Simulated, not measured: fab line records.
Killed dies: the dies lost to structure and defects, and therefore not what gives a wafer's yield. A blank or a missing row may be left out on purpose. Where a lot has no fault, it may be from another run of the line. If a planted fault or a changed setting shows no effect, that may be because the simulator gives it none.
Split-lot trial || flow berkeley cmos170 || on a route of 331 steps: 5 lots, 23 wafers read

## ON THE SPLIT
At UCB170_V1_CMP_02 (polishes SiO2), the setting leave above ref nm was moved away from the recipe's 1000 nm on 6 of the 23 wafers read, by -5.7% to -2.9%. All remaining wafers had this setting at the recipe value.

Between the split and the reading, the file records no step.

## THE READING
Values of V1_POLISHED_THK in nm from UCB170_V1_THK_MEAS_04. Fault-free wafers of this fab line usually give 999.7 nm, standard deviation 1 nm.

{"wafer": "L079.1", "tool, chamber at the split": "cmp-01, 2,3", "leave above ref nm as run, nm": 1000, "against the recipe": "recipe", "V1_POLISHED_THK, nm": 1000.9, "against lot-mates on the recipe": "-"}
{"wafer": "L079.2", "tool, chamber at the split": "cmp-01, 0", "leave above ref nm as run, nm": 943.1, "against the recipe": "-5.7%", "V1_POLISHED_THK, nm": 943.4, "against lot-mates on the recipe": -57.2}
{"wafer": "L079.4", "tool, chamber at the split": "cmp-01, 1", "leave above ref nm as run, nm": 943.1, "against the recipe": "-5.7%", "V1_POLISHED_THK, nm": 944.3, "against lot-mates on the recipe": -56.3}
{"wafer": "L079.5", "tool, chamber at the split": "cmp-01, 2,3", "leave above ref nm as run, nm": 1000, "against the recipe": "recipe", "V1_POLISHED_THK, nm": 1001.1, "against lot-mates on the recipe": "-"}
{"wafer": "L079.6", "tool, chamber at the split": "cmp-01, 0", "leave above ref nm as run, nm": 1000, "against the recipe": "recipe", "V1_POLISHED_THK, nm": 999.9, "against lot-mates on the recipe": "-"}
{"wafer": "L080.1", "tool, chamber at the split": "cmp-01, 3", "leave above ref nm as run, nm": 1000, "against the recipe": "recipe", "V1_POLISHED_THK, nm": 997.4, "against lot-mates on the recipe": "-"}
{"wafer": "L080.2", "tool, chamber at the split": "cmp-01, 2", "leave above ref nm as run, nm": 1000, "against the recipe": "recipe", "V1_POLISHED_THK, nm": 997.6, "against lot-mates on the recipe": "-"}
{"wafer": "L080.3", "tool, chamber at the split": "cmp-01, 0", "leave above ref nm as run, nm": 1000, "against the recipe": "recipe", "V1_POLISHED_THK, nm": 998.9, "against lot-mates on the recipe": "-"}
{"wafer": "L080.5", "tool, chamber at the split": "cmp-01, 2,3", "leave above ref nm as run, nm": 1000, "against the recipe": "recipe", "V1_POLISHED_THK, nm": 998.4, "against lot-mates on the recipe": "-"}
{"wafer": "L080.6", "tool, chamber at the split": "cmp-01, 2,3", "leave above ref nm as run, nm": 1000, "against the recipe": "recipe", "V1_POLISHED_THK, nm": 997.7, "against lot-mates on the recipe": "-"}
{"wafer": "L083.1", "tool, chamber at the split": "cmp-02, 2", "leave above ref nm as run, nm": 1000, "against the recipe": "recipe", "V1_POLISHED_THK, nm": 1000.1, "against lot-mates on the recipe": "-"}
{"wafer": "L083.2", "tool, chamber at the split": "cmp-02, 3", "leave above ref nm as run, nm": 1000, "against the recipe": "recipe", "V1_POLISHED_THK, nm": 999.0, "against lot-mates on the recipe": "-"}
{"wafer": "L083.4", "tool, chamber at the split": "cmp-02, 1", "leave above ref nm as run, nm": 952.3, "against the recipe": "-4.8%", "V1_POLISHED_THK, nm": 951.3, "against lot-mates on the recipe": -48.0}
{"wafer": "L083.5", "tool, chamber at the split": "cmp-02, 0", "leave above ref nm as run, nm": 1000, "against the recipe": "recipe", "V1_POLISHED_THK, nm": 998.7, "against lot-mates on the recipe": "-"}
{"wafer": "L083.6", "tool, chamber at the split": "cmp-02, 1", "leave above ref nm as run, nm": 952.3, "against the recipe": "-4.8%", "V1_POLISHED_THK, nm": 951.7, "against lot-mates on the recipe": -47.6}
{"wafer": "L085.1", "tool, chamber at the split": "cmp-02, 3,1", "leave above ref nm as run, nm": 1000, "against the recipe": "recipe", "V1_POLISHED_THK, nm": 1000.2, "against lot-mates on the recipe": "-"}
{"wafer": "L085.2", "tool, chamber at the split": "cmp-02, 3,1", "leave above ref nm as run, nm": 1000, "against the recipe": "recipe", "V1_POLISHED_THK, nm": 1000.4, "against lot-mates on the recipe": "-"}
{"wafer": "L085.6", "tool, chamber at the split": "cmp-02, 3", "leave above ref nm as run, nm": 1000, "against the recipe": "recipe", "V1_POLISHED_THK, nm": 1001.1, "against lot-mates on the recipe": "-"}
{"wafer": "L084.1", "tool, chamber at the split": "cmp-02, 0", "leave above ref nm as run, nm": 970.7, "against the recipe": "-2.9%", "V1_POLISHED_THK, nm": 971.2, "against lot-mates on the recipe": -27.6}
{"wafer": "L084.2", "tool, chamber at the split": "cmp-02, 1", "leave above ref nm as run, nm": 1000, "against the recipe": "recipe", "V1_POLISHED_THK, nm": 998.6, "against lot-mates on the recipe": "-"}
{"wafer": "L084.3", "tool, chamber at the split": "cmp-02, 3", "leave above ref nm as run, nm": 1000, "against the recipe": "recipe", "V1_POLISHED_THK, nm": 998.4, "against lot-mates on the recipe": "-"}
{"wafer": "L084.4", "tool, chamber at the split": "cmp-02, 2", "leave above ref nm as run, nm": 1000, "against the recipe": "recipe", "V1_POLISHED_THK, nm": 999.3, "against lot-mates on the recipe": "-"}
{"wafer": "L084.5", "tool, chamber at the split": "cmp-02, 1", "leave above ref nm as run, nm": 970.7, "against the recipe": "-2.9%", "V1_POLISHED_THK, nm": 971.3, "against lot-mates on the recipe": -27.5}
If several chambers appear in one row, that row covers several wafers at once and the file leaves open which wafer was in which chamber.

FIT RESULTS
A straight line over all 23 wafers: V1_POLISHED_THK changes by +9.82 nm for each +1% of leave above ref nm; r = +1.00; the points scatter about the line by 1.1 nm.
The same after taking each lot's own level away (the mean of its wafers on the recipe; 23 wafers): +9.93 nm for each +1%; r = +1.00; scatter 0.7 nm.
Per that fit: largest leave above ref nm move, reading shift of 56 nm.
The span of the lots' own levels, 998.00 to 1000.63 nm, comes to 2.6 times the standard deviation stated above.
So the lot-to-lot level changes the slope little: the two slopes agree.
Check: for one of the wafers moved furthest among these (-5.7%), held out of the fit, the line's prediction against its lot-mates is -56.1 nm. Against them it came out at -57.2 nm.

## THE WHOLE CHAIN: every reading that the file lists as answering this split, in the file's order
{"step": "UCB170_V1_CMP_02", "what it does": "polishes SiO2", "reading": "SiO2_of_V1_CVD_00.thk nm (the simulator's own value, which no gauge read)", "change (the file's fit)": "+9.95 nm for each +1% of the setting", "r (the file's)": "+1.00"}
{"step": "UCB170_V1_THK_MEAS_04", "what it does": "", "reading": "V1_POLISHED_THK", "change (the file's fit)": "+9.91 for each +1% of the setting", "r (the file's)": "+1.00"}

## THE FILE'S OWN FIT
V1_POLISHED_THK changes by +9.91 nm for each +1% of leave above ref nm, r = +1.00.
